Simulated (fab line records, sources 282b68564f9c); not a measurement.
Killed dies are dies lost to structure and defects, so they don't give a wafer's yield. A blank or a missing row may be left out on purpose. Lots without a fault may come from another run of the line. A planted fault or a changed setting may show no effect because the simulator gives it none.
Which tool did it? | flow rit_cmos | 7 lots, 21 wafers sampled, at 2 steps of a route of 202

WHAT THE GAUGES READ, wafer by wafer
RIT_NRETRO_TW_MEAS_10.
lot  | measured    | on            | NRETRO_TW
L794 | day 3 08:11 | film_metro-01 | 1049 1051 1052
L796 | day 3 14:34 | film_metro-01 | 1053 1057 1054
L798 | day 4 00:48 | film_metro-01 | 1051 1051 1051
L800 | day 4 12:58 | film_metro-03 | 1042 1040 1033
L804 | day 5 07:38 | film_metro-04 | 929 926 930
L810 | day 6 13:06 | film_metro-04 | 1038 1035 1039
L812 | day 6 23:34 | film_metro-03 | 1048 1045 1047

WHICH TOOL RAN EACH LOT (tool, then ch and the chambers of the sampled wafers, then the start)
lot  | RIT_NRETRO_IMPLANT_08
L794 | implanter-02 ch 0, day 3 07:52
L796 | implanter-04 ch 0, day 3 14:14
L798 | implanter-04 ch 0, day 4 00:28
L800 | implanter-01 ch 0, day 4 12:40
L804 | implanter-02 ch 0, day 5 07:20
L810 | implanter-04 ch 0, day 6 12:47
L812 | implanter-01 ch 0, day 6 23:14
- RIT_NRETRO_IMPLANT_08

THE ANSWER, worked out from the rows above alone
Rule: what is usual is taken from the lots themselves. Put in order of their means at a reading, lots are off if they are a third of the lots or fewer, leave a main group of 4 or more, and stand apart from it by a gap of 3 or more times the standard deviation of the main group's means; of several such gaps the widest counts. A main group whose means are all the same, to the digits that the tables above print for the reading, isn't used. A lot without any number at a reading at which 4 lots or more have one is off too. The other lots that the step has rows for count as sound.
Off: L804, at RIT_NRETRO_TW_MEAS_10 (NRETRO_TW). The main group: mean 1046, standard deviation 6.5.
A tool fits if, at a process step before that reading, it ran every lot that is off, and no sound lot after the first of them. The gauges at RIT_NRETRO_TW_MEAS_10 are tried like those tools. One fits: implanter-02 at RIT_NRETRO_IMPLANT_08. Its last sound lot is L794 (day 3 07:52), its first lot that is off L804 (day 5 07:20): a fault that began between those two fits.

WHAT THE SIMULATOR HAD PUT IN
Process parameter drift: implanter-02, from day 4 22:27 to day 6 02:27, at RIT_NRETRO_IMPLANT_08. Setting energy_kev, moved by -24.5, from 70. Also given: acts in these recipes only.
Lots struck among those shown: L804. The rule above found the same.
